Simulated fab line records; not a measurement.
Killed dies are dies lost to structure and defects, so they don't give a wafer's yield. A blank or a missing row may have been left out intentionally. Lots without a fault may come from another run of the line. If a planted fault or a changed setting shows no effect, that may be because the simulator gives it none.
Problem report, 8D (eight disciplines) form, completed by code    flow rit cmos    the parts of the form that need people (team, actions taken, sign-off) are left out

## 1. THE PROBLEM
Mean of killed at front end at RIT_M1_PROBE_99: 264.0 across 6 wafers in 2 lots; on wafers with no fault it is 6.8 (standard deviation 2.9). Measured from the usual mean, that is +89 standard deviations.
Seen first at day 7 09:58 on prober-02, wafer L249.3. Wafers with a number at this step in the record: 27, from 9 lots. The rule behind "out" and "out of limits": a value lying over 4 standard deviations away from the usual mean. Any other wafer with a number is counted as sound.

## 2. WHAT IT IS, AND WHAT IT ISN'T
question                     is                                               is not
which readings at this step  killed at front end, killed dies, killed on rim  killed_at_M0_to_M3, killed at contacts, killed open, killed short
which lots                   L249, L251                                       L235, L240, L241, L242, L243, L245, L255
which wafers of those lots   all that have a number                           -
read on which tools          prober-02                                        prober-01
when                         from day 7 09:58                                 up to then (18 sound wafers); but 3 sound wafers of L255 came after

## 3. WHAT RULES OUT EACH SUSPECT
Counting: a tool at a process step up to the reading stays a suspect if it ran every lot that is out and no sound lot after the first of them.
- iline stepper-02 at RIT_NRETRO_EXPOSE_03 (exposes mask M4, target cd 43900 nm): kept. It processed each lot that is out, first L249 at day 6 02:46, and no sound lot thereafter; up to then, the last sound lot it processed was L245 at day 5 05:14.
- prober-02 at RIT_M1_PROBE_99: ruled out as a lasting fault. After its first lot that is out, L249 (day 7 09:58), sound lots L255 ran on it.
Remaining after the count: iline stepper-02 at RIT_NRETRO_EXPOSE_03.

## 4. THE CAUSE (what the simulator had put in)
Scanner matching overlay: iline stepper-02, from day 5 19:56 on, at RIT_NRETRO_EXPOSE_03. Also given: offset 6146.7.
The count eliminated every tool but this one.

## 5. THE EFFECT CHAIN, in route order
Each row: a reading whose mean over the struck wafers that have a number lies more than 3 standard deviations from the usual. Only readings for which the record gives a usual standard deviation are gone through. hours: the time from each lot's start at the first step in this table that gives one to its start at this step, as a median over the lots. sigmas: the change in usual standard deviations.
hours  step             reading              usual  on struck wafers  change  sigmas
0      RIT_M1_PROBE_99  killed at front end  6.8    264.0             +257.2  +89
0      RIT_M1_PROBE_99  killed dies          6.8    264.0             +257.2  +89
0      RIT_M1_PROBE_99  killed on rim        1.9    70.0              +68.1   +49
Its process steps:
- RIT_M1_PROBE_99
Readings that are blank on the struck wafers while sound wafers have them: NRETRO_OVL at RIT_NRETRO_OVL_MEAS_06.

## 6. HOW IT WOULD HAVE BEEN CAUGHT EARLIER
In this record the first reading out of limits was taken at day 7 09:58, 38 hours after the fault began at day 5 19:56.
Between RIT_NRETRO_EXPOSE_03 and RIT_M1_PROBE_99, RIT_NRETRO_OVL_MEAS_06 gave no NRETRO_OVL on the struck wafers, where sound wafers have one: a measuring or inspecting step that comes back empty is itself a sign.
Tool readings at RIT_NRETRO_EXPOSE_03 with a usual standard deviation given in the record: none out on any struck wafer, hence no alarm at a limit of 4 standard deviations on them.
All the lots that are out (2) had begun RIT_NRETRO_EXPOSE_03 on iline stepper-02 by day 7 09:58. Holding the tool at that point would not have protected any of them.
